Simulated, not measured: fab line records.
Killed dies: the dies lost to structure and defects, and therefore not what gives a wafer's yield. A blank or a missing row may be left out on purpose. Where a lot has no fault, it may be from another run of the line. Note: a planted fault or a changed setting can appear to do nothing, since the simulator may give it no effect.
One fault through the eyes of 2 desks -- flow berkeleyCmos170 -- numbers are kept per desk, each desk with only its own; the story behind them comes last

## FROM THE METROLOGY DESK
What the gauges read, lot by lot, whatever tool the lot ran on: means of the sampled wafers that have a number. If a lot's mean is further than 4 standard deviations from the usual mean, the lot is out of limits and carries the mark OUT (the distance appears in the brackets).
Columns: A = SILICIDE_TI_RS at UCB170_SILICIDE_RS_MEAS_02, usual 26.1 ohm/sq
lot,first seen here,A
L659,day 7 06:18,26.4
L658,day 7 06:32,26.2
L661,day 7 09:23,26.0
L663,day 7 22:06,26.1
L664,day 7 23:18,26.2
L667,day 8 23:00,26.4
L669,day 8 23:05,26.8
L668,day 8 23:35,26.2
L666,day 9 00:20,26.2
L677,day 10 05:45,26.2
L678,day 10 08:54,26.0
L676,day 10 09:03,26.1
L679,day 11 05:15,26.2
L681,day 11 09:32,26.1
This desk's finding: nothing out of limits on any of the 14 lots.

## DESK OF THE TOOL OWNER: lithoTrack-02
Per lot that ran on this tool, the mean of the sampled wafers carrying a number, from the tool's own readings at UCB170_CONTACT_SOFTBAKE_05 (time 60 s). If a lot's mean is further than 4 standard deviations from the usual mean, the lot is out of limits and carries the mark OUT (the distance appears in the brackets).
Columns: A = heaterPowerTotalW at UCB170_CONTACT_SOFTBAKE_05, usual 56.80 W; B = plateTempC at UCB170_CONTACT_SOFTBAKE_05, usual 130.02 C
lot,first seen here,A,B
L658,day 7 09:46,56.76,130.12
L661,day 7 12:00,56.78,130.04
L667,day 9 01:44,56.81,129.95
L668,day 9 03:22,56.81,129.90
L677,day 10 08:52,58.67 (+42) OUT,133.19 (+29) OUT
L676,day 10 14:37,58.65 (+41) OUT,133.32 (+30) OUT
Finding of this desk: L676, L677 out of limits; the first was L677 at day 10 08:52, on heaterPowerTotalW at UCB170_CONTACT_SOFTBAKE_05. Within limits: L658, L661, L667, L668.

## ALL TOGETHER
At day 10 08:52, on L676, L677, the tool owner's desk was in a position to raise an alarm.
At the metrology desk, nothing out of limits was observed.
The metrology desk holds a record of L676, L677, inside its limits.
All the named lots went through UCB170_CONTACT_SOFTBAKE_05 on lithoTrack-02.

## WHAT THE SIMULATOR HAD PUT IN
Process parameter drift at UCB170_CONTACT_SOFTBAKE_05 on lithoTrack-02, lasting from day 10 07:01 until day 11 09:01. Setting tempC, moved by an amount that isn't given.
Struck lots among those shown: L676, L677.
Hours from the fault's start to each desk's first reading out of limits: the tool owner's desk, 2.
